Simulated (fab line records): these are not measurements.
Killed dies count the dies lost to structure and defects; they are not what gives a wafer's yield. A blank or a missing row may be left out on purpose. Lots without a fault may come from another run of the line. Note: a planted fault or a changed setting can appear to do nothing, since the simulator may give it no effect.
Problem report in the 8D (eight disciplines) form, filled by code + flow berkeley-cmos170 + the parts of the form that need people (team, actions taken, sign-off) are left out

== 1. PROBLEM STATEMENT ==
Wafers without a fault read 903.5, standard deviation 1.4; wafer_temp_C_max at UCB170_CONTACT_RTA_08 reads a mean of 887.5 on 6 wafers belonging to 2 lots. Relative to the usual mean, that is a shift of -11 standard deviations.
The step: time 10 s.
Earliest sighting: wafer L830.2 on rtp-anneal-01 at day 10 04:31. Wafers with a number at this step in the record: 42, from 14 lots. The rule behind "out" and "out of limits": a value lying over 4 standard deviations away from the usual mean. The rest of the wafers with a number are treated as sound.

== 2. WHAT IT IS; WHAT IT IS NOT ==
| question                    | is                     | is not                                                                                             |
|-----------------------------|------------------------|----------------------------------------------------------------------------------------------------|
| which readings at this step | wafer_temp_C_max       | chamber-o2-ppm, lamp-power-pct                                                                     |
| which lots                  | L830, L834             | L821, L823, L824, L825, L826, L829, L835, L837, L839, L841, L843, L844                             |
| which wafers of those lots  | all that have a number | -                                                                                                  |
| read on which tools         | rtp-anneal-01          | rtp-anneal-02                                                                                      |
| when                        | from day 10 04:31      | up to then (18 sound wafers); but 18 sound wafers of L835, L837, L839, L841, L843, L844 came after |

== 3. WHAT RULES OUT EACH SUSPECT ==
Counting: any tool at a process step up to the reading is kept as a suspect provided that every lot that is out went through it and no sound lot did after the first of them.
- rtp-anneal-01 at UCB170_CONTACT_RTA_08 (time 10 s): kept. All lots that are out passed through it, beginning with L830 at day 10 04:31, and no sound lot followed; its final sound lot before that point was L829 at day 9 15:25. Its own readings are out on those wafers: wafer_temp_C_max.
Remaining after the count: rtp-anneal-01 at UCB170_CONTACT_RTA_08.

== 4. THE CAUSE (what the simulator had put in) ==
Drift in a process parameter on rtp-anneal-01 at UCB170_CONTACT_RTA_08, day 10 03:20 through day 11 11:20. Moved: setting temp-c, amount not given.
This tool alone remained once counting was done.

== 5. SEQUENCE OF EFFECTS, ordered by route ==
Each row: a reading whose mean over the struck wafers that have a number lies more than 3 standard deviations from the usual. Only readings for which the record gives a usual standard deviation are gone through. hours: the time from each lot's start at the first step in this table that gives one to its start at this step, as a median over the lots. sigmas: the change in usual standard deviations.
| hours | step                  | reading          | usual | on struck wafers | change | sigmas |
|-------|-----------------------|------------------|-------|------------------|--------|--------|
| 0     | UCB170_CONTACT_RTA_08 | wafer_temp_C_max | 903.5 | 887.5            | -16.0  | -11    |
Here are the process steps it includes:
- UCB170_CONTACT_RTA_08: time 10 s.
Later steps that measure or inspect, where all struck wafers having a row at the step show a number for every such reading and not one has moved that far: UCB170_M1_OVL_MEAS_10.

== 6. WHAT WOULD HAVE CAUGHT IT SOONER ==
In this record the first reading out of limits was taken at day 10 04:31, 1 hour after the fault began at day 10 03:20.
